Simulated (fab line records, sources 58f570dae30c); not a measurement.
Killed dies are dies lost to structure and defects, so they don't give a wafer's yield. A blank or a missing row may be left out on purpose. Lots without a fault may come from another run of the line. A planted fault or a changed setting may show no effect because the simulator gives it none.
Chamber matching | flow berkeley_cmos170 | UCB170_V2_CMP_02 on cmp-02: 4 sister chambers
The step polishes SiO2. 8 wafers are shown with their chamber, then 7 later ones without.

WAFERS WITH THEIR CHAMBER
wafer  | chamber | motor_current_A (A) | edge_zone_pressure_frac
L924.3 | 1       | 15.8                | 1.001
L924.5 | 3       | 15.8                | 1.002
L924.6 | 2       | 17.6                | 0.995
L926.1 | 0       | 16.5                | 0.996
L926.3 | 2       | 17.7                | 0.998
L926.4 | 1       | 16.0                | 0.997
L929.1 | 0       | 15.5                | 1.001
L929.4 | 3       | 16.2                | 1.002

WAFERS WITHOUT THEIR CHAMBER
wafer  | motor_current_A (A) | edge_zone_pressure_frac
L929.6 | 15.7                | 1.002
L930.1 | 16.3                | 1.008
L930.5 | 17.6                | 1.006
L930.6 | 15.5                | 1.006
L932.1 | 16.3                | 1.006
L932.2 | 15.2                | 1.005
L932.5 | 17.9                | 1.004

WHICH CHAMBER EACH WENT THROUGH
wafer  | from the rows above               | in truth
L929.6 | can't be placed: 3 or 1 or 0      | 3
L930.1 | can't be placed: 3 or 1 or 0      | 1
L930.5 | can't be placed: 2 or 3 or 0 or 1 | 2
L930.6 | can't be placed: 3 or 1 or 0      | 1
L932.1 | can't be placed: 3 or 1 or 0      | 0
L932.2 | can't be placed: 3 or 1 or 0      | 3
L932.5 | can't be placed: 2 or 3           | 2
Placed correctly: 0 of 7. Can't be placed from these rows: 7 (the true chamber is among the candidates in 7). Placed wrongly: 0.
How it was worked out, from the rows above alone: a wafer's distance from a chamber is the root of the sum, over the readings, of the square of ((its reading less the chamber's mean) divided by the reading's scatter). The wafer belongs to the nearest chamber; if the next one is less than 2 further off, it can't be placed. A chamber's mean is the mean of its shown wafers. The scatter: the root of (the sum of the squares of (reading less its chamber's mean) over the shown wafers, divided by (wafers less chambers)).
